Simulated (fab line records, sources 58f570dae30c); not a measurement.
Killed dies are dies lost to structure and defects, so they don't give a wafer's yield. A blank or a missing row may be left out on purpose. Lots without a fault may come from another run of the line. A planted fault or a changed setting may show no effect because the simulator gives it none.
Which tool did it? | flow berkeley_cmos170 | 14 lots, 42 wafers sampled, at 2 steps of a route of 331

WHAT THE GAUGES READ, wafer by wafer
UCB170_NWELL_OVL_MEAS_12.
lot  | measured    | on         | NWELL_OVL (nm)
L669 | day 2 15:57 | overlay-01 | 3 -1 -8
L667 | day 2 16:48 | overlay-02 | 4 -6 -1
L670 | day 3 02:49 | overlay-02 | 10 13 14
L671 | day 3 03:01 | overlay-01 | 3 3 3
L672 | day 3 07:33 | overlay-02 | -2 -9 3
L673 | day 3 07:47 | overlay-01 | 0 -1 -5
L674 | day 3 13:58 | overlay-02 | 10 8 9
L676 | day 4 02:34 | overlay-02 | -8 -7 -5
L678 | day 4 14:25 | overlay-01 | -10 -19 -17
L680 | day 4 19:35 | overlay-01 | 3 -10 2
L681 | day 5 03:43 | overlay-02 | 1 5 -3
L685 | day 5 21:23 | overlay-02 | 3 -5 -3
L689 | day 6 23:40 | overlay-01 | -5 2 -5
L690 | day 7 10:35 | overlay-01 | -1 2 -4

UCB170_ACTIVE_CD_MEAS_90: target cd 1200 nm.
lot  | measured    | on        | cd_nm (nm)
L669 | day 4 12:34 | cd_sem-02 | 1199.3 1200.6 1200.1
L667 | day 4 12:14 | cd_sem-01 | 1199.2 1199.2 1200.7
L670 | day 5 06:31 | cd_sem-02 | 1200.9 1200.9 1201.1
L671 | day 5 01:28 | cd_sem-01 | 1200.0 1200.5 1201.7
L672 | day 5 01:43 | cd_sem-01 | 1200.3 1199.4 1201.5
L673 | day 5 07:05 | cd_sem-01 | 1197.6 1198.7 1198.8
L674 | day 5 07:23 | cd_sem-02 | 1202.0 1202.7 1202.2
L676 | day 6 04:46 | cd_sem-02 | 1199.5 1199.9 1202.0
L678 | day 6 13:31 | cd_sem-02 | 1199.2 1199.1 1198.8
L680 | day 6 21:01 | cd_sem-01 | 1198.3 1198.3 1197.2
L681 | day 7 07:16 | cd_sem-01 | 1202.6 1200.8 1201.1
L685 | day 8 02:23 | cd_sem-01 | 1199.6 1199.6 1200.9
L689 | day 9 04:41 | cd_sem-02 | 1198.9 1199.8 1199.8
L690 | day 9 13:07 | cd_sem-02 | 1201.4 1200.3 1201.9

WHICH TOOL RAN EACH LOT (tool, then ch and the chambers of the sampled wafers, then the start)
The record holds no process step before these readings.

WHAT THE TOOLS THEMSELVES READ (means of the sampled wafers that have a number; where no wafer has one, the mark that the record gives instead)
The record holds no such reading with a usual standard deviation.

THE ANSWER, worked out from the rows above alone
Rule: what is usual is taken from the lots themselves. Put in order of their means at a reading, lots are off if they are a third of the lots or fewer, leave a main group of 4 or more, and stand apart from it by a gap of 3 or more times the standard deviation of the main group's means; of several such gaps the widest counts. A main group whose means are all the same, to the digits that the tables above print for the reading, isn't used. A lot without any number at a reading at which 4 lots or more have one is off too. The other lots that the step has rows for count as sound. The gauges are gone through in route order, then the tools' own readings, and for those a lot's mean is taken as printed above. The first step at which some lot is off is used, and at that step the reading that is off furthest; a lot without a number counts as furthest.
No lot is off at any reading shown: from this, nothing can be told.

WHAT THE SIMULATOR HAD PUT IN
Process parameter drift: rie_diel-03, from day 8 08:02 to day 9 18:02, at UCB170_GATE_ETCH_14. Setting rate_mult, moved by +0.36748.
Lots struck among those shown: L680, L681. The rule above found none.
